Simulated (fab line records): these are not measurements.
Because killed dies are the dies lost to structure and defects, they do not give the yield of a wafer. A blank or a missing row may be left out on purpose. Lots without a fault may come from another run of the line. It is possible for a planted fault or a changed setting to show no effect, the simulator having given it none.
What tool caused it? -- flow ritCmos -- 7 lots with 21 wafers sampled at 2 steps, on a route of 202 steps

## WHAT EACH GAUGE READ, for each wafer
RIT_SPACER_THK_MEAS_04.
lot,measured,on,SPACER_NITRIDE_THK (nm)
L228,day 3 09:04,filmMetro-04,252.1 252.5 251.3
L230,day 3 18:29,filmMetro-04,249.6 251.3 250.6
L233,day 4 06:12,filmMetro-03,247.8 248.3 249.2
L234,day 4 11:58,filmMetro-04,252.1 250.4 250.9
L236,day 4 18:57,filmMetro-04,413.9 415.9 414.5
L238,day 5 10:41,filmMetro-02,420.9 422.4 421.6
L250,day 7 17:59,filmMetro-03,251.6 250.6 250.8

## EACH LOT AND THE TOOL THAT RAN IT (in order: tool; ch and the chambers of the sampled wafers; start)
lot,RIT_SPACER_CVD_03
L228,"lpcvd-01 ch 1, day 3 07:09"
L230,"lpcvd-01 ch 1, day 3 16:33"
L233,"lpcvd-01 ch 0, day 4 04:17"
L234,"lpcvd-01 ch 1, day 4 10:02"
L236,"lpcvd-01 ch 0, day 4 17:02"
L238,"lpcvd-01 ch 0, day 5 08:46"
L250,"lpcvd-02 ch 1, day 7 16:04"
- RIT_SPACER_CVD_03: deposits Si3N4 from SiH2Cl2/NH3, target thk 250 nm, time 3300 s.

## THE ANSWER, worked out from the rows above alone
Rule: what is usual is taken from the lots themselves. Put in order of their means at a reading, lots are off if they are a third of the lots or fewer, leave a main group of 4 or more, and stand apart from it by a gap of 3 or more times the standard deviation of the main group's means; of several such gaps the widest counts. The tables above print the reading to a certain number of digits; a main group whose means all agree to those digits is not used. A lot without any number at a reading at which 4 lots or more have one is off too. Any other lot the step has rows for is counted as sound.
Off: at RIT_SPACER_THK_MEAS_04 (SPACER_NITRIDE_THK), L236, L238. Main group: mean 250.6 nm, sd 1.2.
A tool fits if, at a process step before that reading, it ran every lot that is off, and no sound lot after the first of them. The gauges at RIT_SPACER_THK_MEAS_04 are tried like those tools. One fits: lpcvd-01 at RIT_SPACER_CVD_03. Its last sound lot is L234 (day 4 10:02), its first lot that is off L236 (day 4 17:02): a fault that began between those two fits.

## WHAT HAD BEEN PUT IN BY THE SIMULATOR
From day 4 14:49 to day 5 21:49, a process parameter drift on lpcvd-01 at RIT_SPACER_CVD_03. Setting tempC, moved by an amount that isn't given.
Shown lots that were struck: L236, L238. Same finding as the rule above.
